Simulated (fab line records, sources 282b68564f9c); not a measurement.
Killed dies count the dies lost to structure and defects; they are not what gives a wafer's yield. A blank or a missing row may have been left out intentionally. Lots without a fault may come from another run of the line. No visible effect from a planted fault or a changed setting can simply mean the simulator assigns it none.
Comparing a struck lot with a sound one | flow rit cmos | 45 out of 202 route steps
Sound: the wafers L483.1, L483.4, L483.6. The struck wafers were L495.2, L495.3, L495.6. At the end, the cause is stated.
Order at every step that has rows: each side's tool, ch and its chambers, its first start. Under that, the readings that differ: sound wafers | struck wafers | difference of the means | sigmas: that difference in standard deviations of wafers without a fault.
alike: readings with means less than 2 such deviations apart, plus words and numbers identical on both sides. not compared: withheld readings, readings lacking a value on some wafer, bounds such as >300 that could conceal the same value, and numbers that have no deviation in the record and whose values overlap.
A row with sigmas, a row that says differs or no value, or rows on one side alone: a step with any of these is where the two part. Non-overlapping numbers with no deviation appear without sigmas and do not part them. A reading that every wafer of one side lacks parts them only if that side has two wafers or more.

first, 1 step without rows for these wafers: RIT_ACTIVE_DEVELOP_10 (develop time 50 s).
RIT_ACTIVE_CD_MEAS_11: the cd target is 1400 nm.
  sound: cd sem-02 at day 2 07:32; struck: cd sem-02 at day 4 17:28
  alike: cd nm
then, 1 step without rows for these wafers: RIT_ACTIVE_HARDBAKE_12 (time 60 s).
RIT_ACTIVE_ETCH_13: etches Si3N4 in SF6, stops on SiO2, time 210 s, target depth 210 nm.
  sound on rie diel-01 ch 0,1,2, day 2 07:48; struck on rie diel-03 ch 0,1,2, day 4 17:43
  alike: drypump motor current A, oes product au, throttle valve pct
  not compared: rf hours counter h
RIT_ACTIVE_STRIP_14: strips in O2, time 180 s.
  sound on plasma asher-04 ch 0,1, day 2 07:56; struck on plasma asher-04 ch 1, day 4 17:50
  alike: drypump motor current A
  not compared: rf hours counter h
RIT_ACTIVE_CD_MEAS_90: the cd target is 1400 nm.
  sound: cd sem-02 at day 2 08:06; struck: cd sem-01 at day 4 18:02
  alike: cd nm
then, 4 steps without rows for these wafers: RIT_ACTIVE_CLEAN_15 (cleans in SC1, time 600 s); RIT_ACTIVE_CLEAN_16 (cleans in dHF, time 30 s); RIT_ACTIVE_CLEAN_17 (cleans in SC2, time 600 s); RIT_FOX1_OXIDATION_00 (target thk 350.7 nm, ox time 1130 s).
RIT_FOX1_THK_MEAS_01:
  sound: film metro-03 at day 2 11:50; struck: film metro-03 at day 4 21:23
  alike: FOX1_OXIDE_THK
then, 1 step without rows for these wafers: RIT_FOX1_WET_ETCH_02 (etches SiO2 in BOE, target depth 350 nm, time 390 s).
RIT_FOX2_OXIDATION_00: target thk 350.7 nm, ox time 1130 s.
  sound on furnace-03 ch 0, day 2 13:46; struck on furnace-04 ch 0, day 4 22:17
  reading                                     | sound             | struck            | difference | sigmas
  model.SiO2_of_FOX2_OXIDATION_00.thk nm (nm) | 351.7 349.6 342.3 | 437.2 435.9 440.5 | +90.0      |
RIT_FOX2_THK_MEAS_01:
  sound: film metro-02 at day 2 15:05; struck: film metro-02 at day 4 23:37
  reading             | sound       | struck      | difference | sigmas
  FOX2_OXIDE_THK (nm) | 352 349 342 | 437 436 441 | +90        | +15
then, 2 steps without rows for these wafers: RIT_FOX2_CLEAN_02 (cleans in dHF, time 180 s); RIT_FOX2_WET_ETCH_03 (etches Si3N4 in H3PO4, target depth 195 nm, time 2700 s).
RIT_FOX2_THK_MEAS_90:
  sound: film metro-03 at day 2 15:58; struck: film metro-02 at day 5 00:29
  reading                     | sound       | struck      | difference | sigmas
  FIELD_OXIDE_LEFT_1_THK (nm) | 324 322 315 | 410 408 413 | +90        | +15
then, 6 steps without rows for these wafers: RIT_NWELL_HMDS_00 (prime time 60 s); RIT_NWELL_COAT_01 (resist thk 1300 nm); RIT_NWELL_SOFTBAKE_02 (time 60 s); RIT_NWELL_EXPOSE_03 (exposes mask M2, target cd 43900 nm); RIT_NWELL_PEB_04; RIT_NWELL_DEVELOP_05 (develop time 68 s).
RIT_NWELL_OVL_MEAS_06:
  sound: overlay-02 at day 2 17:20; struck: overlay-01 at day 5 01:25
  alike: NWELL_OVL
then, 2 steps without rows for these wafers: RIT_NWELL_HARDBAKE_07 (time 120 s); RIT_NWELL_IMPLANT_08.
RIT_NWELL_STRIP_09: strips in O2, time 180 s.
  sound on plasma asher-02 ch 0,1, day 2 17:47; struck on plasma asher-04 ch 0,1, day 5 01:51
  alike: drypump motor current A
  not compared: rf hours counter h
RIT_NWELL_TW_MEAS_10:
  sound: film metro-03 at day 2 17:57; struck: film metro-03 at day 5 02:02
  alike: NWELL_TW
then, 6 steps without rows for these wafers: RIT_PWELL_HMDS_00 (prime time 60 s); RIT_PWELL_COAT_01 (resist thk 1300 nm); RIT_PWELL_SOFTBAKE_02 (time 60 s); RIT_PWELL_EXPOSE_03 (exposes mask M3, target cd 43700 nm); RIT_PWELL_PEB_04; RIT_PWELL_DEVELOP_05 (develop time 68 s).
RIT_PWELL_OVL_MEAS_06:
  sound: overlay-01 at day 2 19:11; struck: overlay-02 at day 5 02:58
  alike: PWELL_OVL
then, 2 steps without rows for these wafers: RIT_PWELL_HARDBAKE_07 (time 120 s); RIT_PWELL_IMPLANT_08.
RIT_PWELL_STRIP_09: strips in O2, time 180 s.
  sound on plasma asher-01 ch 0,1, day 2 19:37; struck on plasma asher-03 ch 0, day 5 03:36
  reading                     | sound       | struck      | difference | sigmas
  drypump motor current A (A) | 5.6 5.4 5.4 | 6.4 6.4 6.4 | +0.9       | +2
  not compared: rf hours counter h
RIT_PWELL_TW_MEAS_10:
  sound: film metro-01 at day 2 19:47; struck: film metro-02 at day 5 03:47
  alike: PWELL_TW
then, 1 step without rows for these wafers: RIT_WELLDRIVE_ANNEAL_00 (time 14700 s).
RIT_WELLDRIVE_RS_MEAS_01: measurement is done with a four-point probe.
  sound: film metro-03 at day 3 00:56; struck: film metro-03 at day 5 09:04
  reading           | sound             | struck            | difference | sigmas
  NWELL_RS (ohm/sq) | 275.3 274.8 274.5 | 277.2 276.7 276.0 | +1.8       | +2
RIT_WELLDRIVE_RS_MEAS_02: measurement is done with a four-point probe.
  sound: film metro-03 at day 3 01:03; struck: film metro-03 at day 5 09:11
  alike: PWELL_RS
RIT_FOX2_THK_MEAS_91:
  sound: film metro-04 at day 3 05:07; struck: film metro-04 at day 5 12:56
  reading                     | sound       | struck      | difference | sigmas
  FIELD_OXIDE_LEFT_2_THK (nm) | 257 255 247 | 341 340 345 | +89        | +14
RIT_SILICIDE_WET_ETCH_00: etches SiO2 in BOE, target depth 14 nm, time 15 s.
  sound on wet bench-02 ch 3, day 4 05:26; struck on wet bench-04 ch 3, day 6 14:08
  reading                                     | sound         | struck            | difference | sigmas
  model.SiO2_of_FOX2_OXIDATION_00.thk nm (nm) | 152 150 141.3 | 236.2 233.7 238.9 | +88.5      |
RIT_M1_PROBE_99:
  sound: prober-02 at day 4 12:43; struck: prober-02 at day 6 21:17
  reading                             | sound             | struck            | difference | sigmas
  killed_at_M0_to_M3                  | 0 0 0             | 0 0 1             | +0         | +2
  killed short                        | 8 6 6             | 2 2 2             | -5         | -3
  model.etest.nldd.width nm (nm)      | 3183 3153 3198    | 3045 3060 3047    | -127       |
  model.etest.pldd.width nm (nm)      | 3187 3140 3174    | 3035 3064 3044    | -119       |
  model.etest.pplus sal.width nm (nm) | 3426 3439 3454    | 3385 3398 3393    | -48        |
  model.etest.pwell.rs ohm sq         | 418.1 408.7 411.6 | 453.2 456.2 454.5 | +41.8      |
  model.etest.nmos narrow.drive ua um | 226.5 227.2 235.7 | 201.2 211.6 206.1 | -23.5      |
  model.etest.pmos narrow.drive ua um | 99.25 97.63 102   | 92.24 96.39 93.78 | -5.49      |
  model.etest.field n.vt v (V)        | 34.82 34.58 33.53 | 44.91 44.74 45.24 | +10.65     |
  alike: killed at front end, killed dies, killed open
  not compared: model.etest.nplus sal.width nm

== WHERE THEY PART ==
Last at RIT_M1_PROBE_99 as far as this record goes, first at RIT_FOX2_THK_MEAS_01.

WHY: the cause the simulator had injected
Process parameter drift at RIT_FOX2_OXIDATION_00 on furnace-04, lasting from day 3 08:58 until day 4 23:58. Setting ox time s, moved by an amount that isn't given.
